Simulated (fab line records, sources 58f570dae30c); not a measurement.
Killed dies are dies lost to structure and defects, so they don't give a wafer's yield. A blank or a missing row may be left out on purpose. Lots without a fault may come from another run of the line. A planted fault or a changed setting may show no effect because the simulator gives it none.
fab line records | flow berkeley_cmos170 | part 2 of 2: steps 23 to 33 of 33
record lots=5 wafers=15 last_day=13
route steps=331 shown NWELL@28 PWELL@34 WELLDRIVE@55 ACTIVE@60
lots that met no fault: from a run of the same line without faults
start_h: hours from the record's first day to the start of the lot's first wafer shown | wait_h: hours since the lot's step before | " the same as in the row above | L1.1+2: a row that stands for several wafers | - no value, or no start given | * or withheld: withheld | < > ~ a bound
route shown NAME@n: a module of which the file shows steps, and the number in the route of the first | usual: mean/standard deviation of fault-free wafers | same: alike in all rows | chamber/n: place in a boat | sites: the reading at each site | _std_site: their standard deviation | _edge_site: outer sites' mean less inner sites' | radius_mm: how far each site lies from the wafer's centre | mask NAME#n: copy n | behind: the tool/chamber that last shaped the wafer | hold: why the lot was held/for how many hours/how that ended | device: the transistor (n, p or np) that didn't switch | end of line: the same wafers' tests at the end of the route | a step without rows: its recipe alone | killed: dies lost to structure and defects at the first sort, not the wafer's yield | map: a wafer's dies, x killed, . not, _ none there
set.NAME: the setting as run; set.NAME@STEP: as run at that earlier step | model.NAME: the simulator's own value behind a step, which no gauge read
lots at some steps of the route; a table a step, a row a wafer
services: from which hour (start_h, from the record's first day; less than 0 if before it) a tool's chamber was out of use, for how many hours, and why
## steps
# step UCB170_PWELL_STRIP_16
# recipe chemistry=O2 power_w=400 pressure_mtorr=3500 platen_temp_c=withheld o2_flow_sccm=400 overash_fraction=0.5
# usual chamber_pressure_mTorr=3500/3.2 drypump_motor_current_A=5.7/0.44 oes_product_au=0.721/0.0049 strip_time_to_endpoint_s=18.05/0.062
# columns lot.wafer tool chamber start_h wait_h chamber_pressure_mTorr drypump_motor_current_A oes_product_au rf_hours_counter_h strip_time_to_endpoint_s
L078.1 plasma_asher-04 0 83.70 0.1 3500 5.6 0.727 35 18.07
L078.3 " 1 " " 3503 5.4 0.725 - 17.96
L078.4 " 0 " " 3496 5.6 0.719 - 18.01
L080.1 plasma_asher-02 0 83.89 0.1 3501 5.1 0.718 34 18.14
L080.2 " 1 " " 3500 6.4 0.712 34 18.08
L080.3 " 1 " " 3494 6.4 0.720 - 18.09
L084.1 plasma_asher-01 0 109.62 0.1 3495 5.7 0.724 37 17.99
L084.5 " 0 " " 3496 5.8 0.728 - 18.04
L084.6 " 1 " " 3497 6.2 0.730 - 18.05
L088.1 plasma_asher-04 1 135.28 0.1 3494 5.5 0.722 2 18.10
L088.3 " 1 " " 3502 5.5 0.723 - 18.00
L088.4 " 0 " " 3502 5.6 0.730 - 18.14
L097.2 plasma_asher-04 1 176.35 0.1 3503 5.4 0.716 6 17.96
L097.4 " 1 " " 3499 5.4 0.716 - 17.97
L097.6 " 0 " " 3496 5.6 0.727 - 18.01
# step UCB170_PWELL_TW_MEAS_17
# usual PWELL_TW=379/3.5
# columns lot.wafer tool chamber start_h wait_h PWELL_TW
L078.1 film_metro-02 - 83.80 0.1 378
L078.3 " - " " 379
L078.4 " - " " 377
L080.1 film_metro-04 - 83.99 0.1 382
L080.2 " - " " 382
L080.3 " - " " 382
L084.1 film_metro-02 - 109.72 0.1 374
L084.5 " - " " 374
L084.6 " - " " 375
L088.1 film_metro-04 - 135.38 0.1 385
L088.3 " - " " 384
L088.4 " - " " 384
L097.2 film_metro-01 - 176.46 0.1 376
L097.4 " - " " 376
L097.6 " - " " 377
# step UCB170_PWELL_CLEAN_18
# recipe chemistry=SPM temp_c=120 time_s=600
# usual temp_c=120.01/0.13
# same time_s=600
# columns lot.wafer tool chamber start_h wait_h temp_c
L078.1 wet_bench-01 3 83.86 0.1 120.01
L078.3 " 3 " " 120.17
L078.4 " 3 " " 119.90
L080.1 wet_bench-04 1 86.80 2.8 120.01
L080.2 " 1 " " 120.01
L080.3 " 1 " " 120.14
L084.1 wet_bench-04 2 109.78 0.1 120.12
L084.5 " 2 " " 120.08
L084.6 " 2 " " 120.05
L088.1 wet_bench-03 0 135.44 0.1 119.98
L088.3 " 0 " " 119.98
L088.4 " 0 " " 120.00
L097.2 wet_bench-03 3 176.51 0.0 119.85
L097.4 " 3 " " 120.02
L097.6 " 3 " " 120.09
# step UCB170_PWELL_WET_ETCH_19
# recipe chemistry=H3PO4 target=Si3N4 temp_c=160 time_s=14400
# usual temp_c=160.00/0.14
# same time_s=14400
# columns lot.wafer tool chamber start_h wait_h temp_c
L078.1 wet_bench-01 0 84.03 0.0 160.11
L078.3 " 0 " " 160.04
L078.4 " 0 " " 160.09
L080.1 wet_bench-04 3 87.22 0.3 159.97
L080.2 " 3 " " 159.85
L080.3 " 3 " " 159.98
L084.1 wet_bench-04 0 110.13 0.2 160.00
L084.5 " 0 " " 160.01
L084.6 " 0 " " 159.91
L088.1 wet_bench-04 1 135.79 0.0 160.05
L088.3 " 1 " " 160.14
L088.4 " 1 " " 159.95
L097.2 wet_bench-04 0 176.70 0.0 159.76
L097.4 " 0 " " 159.91
L097.6 " 0 " " 160.23
# step UCB170_PWELL_WET_ETCH_20
# recipe chemistry=BOE dilution=5:1 target=SiO2 temp_c=25 time_s=22
# usual temp_c=24.99/0.11
# same time_s=22
# columns lot.wafer tool chamber start_h wait_h temp_c
L078.1 wet_bench-01 3 88.08 0.0 24.95
L078.3 " 3 " " 24.94
L078.4 " 3 " " 25.10
L080.1 wet_bench-04 2 91.41 0.2 25.01
L080.2 " 2 " " 24.75
L080.3 " 2 " " 25.02
L084.1 wet_bench-03 3 114.14 0.0 25.03
L084.5 " 3 " " 25.03
L084.6 " 3 " " 24.96
L088.1 wet_bench-04 1 140.14 0.3 24.84
L088.3 " 1 " " 25.02
L088.4 " 1 " " 25.10
L097.2 wet_bench-04 3 180.71 0.0 24.92
L097.4 " 3 " " 25.03
L097.6 " 3 " " 24.92
# step UCB170_WELLDRIVE_CLEAN_00
# recipe chemistry=SPM temp_c=120 time_s=600
# usual temp_c=119.99/0.12
# same time_s=600
# columns lot.wafer tool chamber start_h wait_h temp_c
L078.1 wet_bench-03 0 88.11 0.0 120.08
L078.3 " 0 " " 119.94
L078.4 " 0 " " 119.91
L080.1 wet_bench-04 0 91.42 0.0 120.17
L080.2 " 0 " " 120.14
L080.3 " 0 " " 119.77
L084.1 wet_bench-04 0 114.15 0.0 120.12
L084.5 " 0 " " 120.09
L084.6 " 0 " " 120.32
L088.1 wet_bench-04 1 140.16 0.0 119.96
L088.3 " 1 " " 120.01
L088.4 " 1 " " 120.00
L097.2 wet_bench-04 3 180.73 0.0 119.95
L097.4 " 3 " " 119.79
L097.6 " 3 " " 120.05
# step UCB170_WELLDRIVE_OXIDATION_01
# recipe temp_c=1100 ambient=O2 target_thk_a=1990 ox_time_s=9000
# usual spike_tc_load_C=1127/3 zone_power_centre_pct=57/3.9
# columns lot.wafer tool chamber start_h wait_h spike_tc_load_C zone_power_centre_pct
L078.1 furnace-01 0 92.81 4.5 1129 57
L078.3 " 0 " " 1129 57
L078.4 " 0 " " 1128 58
L080.1 furnace-01 0 92.81 1.2 1130 58
L080.2 " 0 " " 1129 59
L080.3 " 0 " " 1129 58
L084.1 furnace-01 0 118.86 4.5 1129 58
L084.5 " 0 " " 1130 59
L084.6 " 0 " " 1128 57
L088.1 furnace-02 0 142.56 2.2 1124 53
L088.3 " 0 " " 1126 52
L088.4 " 0 " " 1124 53
L097.2 furnace-01 0 185.61 4.7 1129 57
L097.4 " 0 " " 1129 58
L097.6 " 0 " " 1131 58
# step UCB170_WELLDRIVE_THK_MEAS_02
# recipe reads=SiO2_of_WELLDRIVE_OXIDATION_01
# usual WELLDRIVE_OXIDE_THK=198.0/2.5
# columns lot.wafer tool chamber start_h wait_h WELLDRIVE_OXIDE_THK[nm]
L078.1 film_metro-04 - 96.31 0.0 199.1
L078.3 " - " " 199.4
L078.4 " - " " 195.6
L080.1 film_metro-01 - 96.37 0.1 199.7
L080.2 " - " " 196.9
L080.3 " - " " 198.7
L084.1 film_metro-04 - 122.36 0.0 201.5
L084.5 " - " " 199.9
L084.6 " - " " 199.7
L088.1 film_metro-04 - 146.06 0.0 197.2
L088.3 " - " " 200.3
L088.4 " - " " 198.1
L097.2 film_metro-04 - 189.12 0.0 196.6
L097.4 " - " " 199.9
L097.6 " - " " 197.8
# step UCB170_WELLDRIVE_ANNEAL_03
# recipe temp_c=1093 time_s=900 ambient=N2
# usual spike_tc_load_C=1118.3/2.9 zone_power_centre_pct=58/5.3
# same time_s=900
# columns lot.wafer tool chamber start_h wait_h spike_tc_load_C zone_power_centre_pct
L078.1 furnace-02 0 101.11 4.8 1117.9 52
L078.3 " 0 " " 1116.0 52
L078.4 " 0 " " 1118.5 53
L080.1 furnace-02 0 101.11 4.7 1117.3 52
L080.2 " 0 " " 1117.9 53
L080.3 " 0 " " 1117.6 51
L084.1 furnace-02 0 127.96 5.6 1116.9 52
L084.5 " 0 " " 1117.3 52
L084.6 " 0 " " 1116.8 53
L088.1 furnace-01 0 150.06 4.0 1123.0 58
L088.3 " 0 " " 1122.0 59
L088.4 " 0 " " 1123.1 57
L097.2 furnace-01 0 193.31 4.2 1122.7 58
L097.4 " 0 " " 1123.3 57
L097.6 " 0 " " 1123.3 56
# step UCB170_WELLDRIVE_WET_ETCH_04
# recipe chemistry=BOE dilution=5:1 target=SiO2 temp_c=25 time_s=120
# usual temp_c=25.01/0.1
# same time_s=120
# columns lot.wafer tool chamber start_h wait_h temp_c
L078.1 wet_bench-01 3 102.36 0.0 25.06
L078.3 " 3 " " 25.19
L078.4 " 3 " " 25.06
L080.1 wet_bench-01 2 102.36 0.0 25.07
L080.2 " 2 " " 25.19
L080.3 " 2 " " 25.20
L084.1 wet_bench-01 0 129.21 0.0 24.94
L084.5 " 0 " " 25.04
L084.6 " 0 " " 24.99
L088.1 wet_bench-01 1 151.31 0.0 24.85
L088.3 " 1 " " 24.87
L088.4 " 1 " " 24.99
L097.2 wet_bench-04 0 195.87 1.3 25.00
L097.4 " 0 " " 25.14
L097.6 " 0 " " 24.98
# step UCB170_ACTIVE_CLEAN_00
# recipe chemistry=SPM temp_c=120 time_s=600
# usual temp_c=119.95/0.15
# same time_s=600
# columns lot.wafer tool chamber start_h wait_h temp_c
L078.1 wet_bench-01 0 102.41 0.0 120.07
L078.3 " 0 " " 119.92
L078.4 " 0 " " 120.09
L080.1 wet_bench-01 1 102.41 0.0 119.41
L080.2 " 1 " " 119.69
L080.3 " 1 " " 119.61
L084.1 wet_bench-04 1 129.26 0.0 119.97
L084.5 " 1 " " 120.09
L084.6 " 1 " " 120.21
L088.1 wet_bench-04 0 151.35 0.0 120.20
L088.3 " 0 " " 119.93
L088.4 " 0 " " 120.21
L097.2 wet_bench-01 1 195.96 0.0 119.75
L097.4 " 1 " " 120.07
L097.6 " 1 " " 120.08
## services
# columns tool chamber start_h hours kind
krf_scanner-01 - 37.49 1.3 pm
rie_diel-02 1 45.50 5.6 repair
rie_diel-03 1 48.97 8.5 repair
implanter-02 - 51.35 3.8 pm
implanter-03 - 58.60 2.7 pm
krf_scanner-01 - 71.60 1.0 pm
furnace-01 - 71.74 2.7 pm
rie_diel-03 3 107.63 1.3 repair
plasma_asher-04 - 108.75 9.0 pm
plasma_asher-03 - 111.45 2.8 pm
krf_scanner-02 - 113.28 1.0 pm
plasma_asher-03 - 115.00 2.3 repair
rie_diel-03 - 128.35 2.8 pm
implanter-01 - 130.59 4.4 pm
rie_diel-03 - 133.22 0.9 repair
implanter-01 - 137.66 1.0 repair
rie_diel-03 1 141.34 2.6 repair
rie_diel-02 3 142.99 8.2 repair
rie_diel-02 1 147.79 24.1 repair
rie_diel-02 3 165.78 13.6 repair
rie_diel-03 1 169.21 18.1 repair
furnace-02 - 174.63 3.0 pm
rie_diel-03 - 183.87 0.2 repair
rie_diel-03 3 193.82 6.9 repair
